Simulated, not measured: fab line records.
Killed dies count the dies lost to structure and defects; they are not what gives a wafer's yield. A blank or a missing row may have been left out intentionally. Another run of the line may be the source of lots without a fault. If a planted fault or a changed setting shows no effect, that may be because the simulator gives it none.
Tool commonality check -- flow ritCmos -- 14 lots and 42 wafers in the sample

## WHAT PROMPTED THE OPENING
Of 14 lots, 2 have the reading NSD_TW flagged at RIT_NSD_TW_MEAS_10. Fault-free wafers read 3128, with a standard deviation of 29.
Rule: a lot is flagged when every wafer of it that has a number lies more than 4 standard deviations from that mean, or none has a number. All remaining lots are regarded as sound.

lot,measured,on,"NSD_TW, wafer by wafer",flag
L309,day 3 18:42,filmMetro-03,3092 3101 3080,
L310,day 3 21:47,filmMetro-04,3098 3082 3111,
L311,day 4 02:07,filmMetro-01,3144 3143 3138,
L312,day 4 07:33,filmMetro-03,3089 3102 3090,
L313,day 4 11:37,filmMetro-03,3111 3090 3103,
L316,day 5 02:48,filmMetro-01,3130 3151 3144,
L317,day 5 09:37,filmMetro-01,3142 3136 3158,
L318,day 5 12:02,filmMetro-01,30 30 30,FLAGGED
L321,day 6 03:12,filmMetro-01,30 30 30,FLAGGED
L322,day 6 07:37,filmMetro-01,3148 3147 3162,
L323,day 6 12:10,filmMetro-01,3146 3158 3155,
L324,day 6 18:47,filmMetro-04,3077 3098 3076,
L328,day 7 14:20,filmMetro-01,3138 3151 3152,
L329,day 7 18:59,filmMetro-01,3160 3179 3147,
The numbers of the flagged lots are 30 on average: -3098 against the usual, or -99 or more standard deviations.

## WHICH TOOL EACH LOT WENT THROUGH
The record keeps 1 process step preceding the reading, out of 202 steps on the route. Cell contents, in order: the tool; ch with the chambers the sampled wafers went through; the start.
lot,flag,RIT_NSD_DEVELOP_05
L309,,"lithoTrack-03 ch 0, day 3 18:00"
L310,,"lithoTrack-01 ch 0, day 3 21:00"
L311,,"lithoTrack-03 ch 0, day 4 01:00"
L312,,"lithoTrack-01 ch 0, day 4 06:00"
L313,,"lithoTrack-01 ch 0, day 4 10:00"
L316,,"lithoTrack-04 ch 0, day 5 02:00"
L317,,"lithoTrack-04 ch 0, day 5 08:00"
L318,FLAGGED,"lithoTrack-04 ch 0, day 5 11:00"
L321,FLAGGED,"lithoTrack-04 ch 0, day 6 02:00"
L322,,"lithoTrack-03 ch 0, day 6 06:00"
L323,,"lithoTrack-01 ch 0, day 6 11:00"
L324,,"lithoTrack-01 ch 0, day 6 18:00"
L328,,"lithoTrack-03 ch 0, day 7 13:00"
L329,,"lithoTrack-01 ch 0, day 7 18:00"
What the steps here do:
- RIT_NSD_DEVELOP_05: develop time 50 s.
- RIT_NSD_TW_MEAS_10

## FLAGGED AGAINST TOTAL, ONE TOOL AT A TIME (gauges that did the reading follow at the end)
step,tool,lots run,flagged,share of the flagged lots,sound lots run after its first flagged lot
RIT_NSD_DEVELOP_05,lithoTrack-01,6,0,none,-
RIT_NSD_DEVELOP_05,lithoTrack-03,4,0,none,-
RIT_NSD_DEVELOP_05,lithoTrack-04,4,2,all,0
RIT_NSD_TW_MEAS_10,filmMetro-01,9,2,all,"4 (L322,L323,L328,L329)"
RIT_NSD_TW_MEAS_10,filmMetro-03,3,0,none,-
RIT_NSD_TW_MEAS_10,filmMetro-04,2,0,none,-

## WHAT THE TABLE PERMITS
In 2 table rows, all flagged lots were run: lithoTrack-04 (RIT_NSD_DEVELOP_05), filmMetro-01 (RIT_NSD_TW_MEAS_10).
- lithoTrack-04 at RIT_NSD_DEVELOP_05 ran 4 lots, 2 of them flagged. Last sound lot L317 at day 5 08:00, first flagged lot L318 at day 5 11:00; a fault beginning in between fits.
- filmMetro-01 at RIT_NSD_TW_MEAS_10 ran 9 lots, 2 of them flagged. After the first flagged lot (L322, L323, L328, L329), sound lots still ran on it; a lasting fault on the whole tool would not permit that.
Left over: one tool, lithoTrack-04 at RIT_NSD_DEVELOP_05.

## WHAT THE SIMULATOR HAD PUT IN
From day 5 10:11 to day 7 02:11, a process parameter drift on lithoTrack-04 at RIT_NSD_DEVELOP_05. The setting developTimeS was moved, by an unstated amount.
Shown lots that were struck: L318, L321. This agrees with what the rule above found.
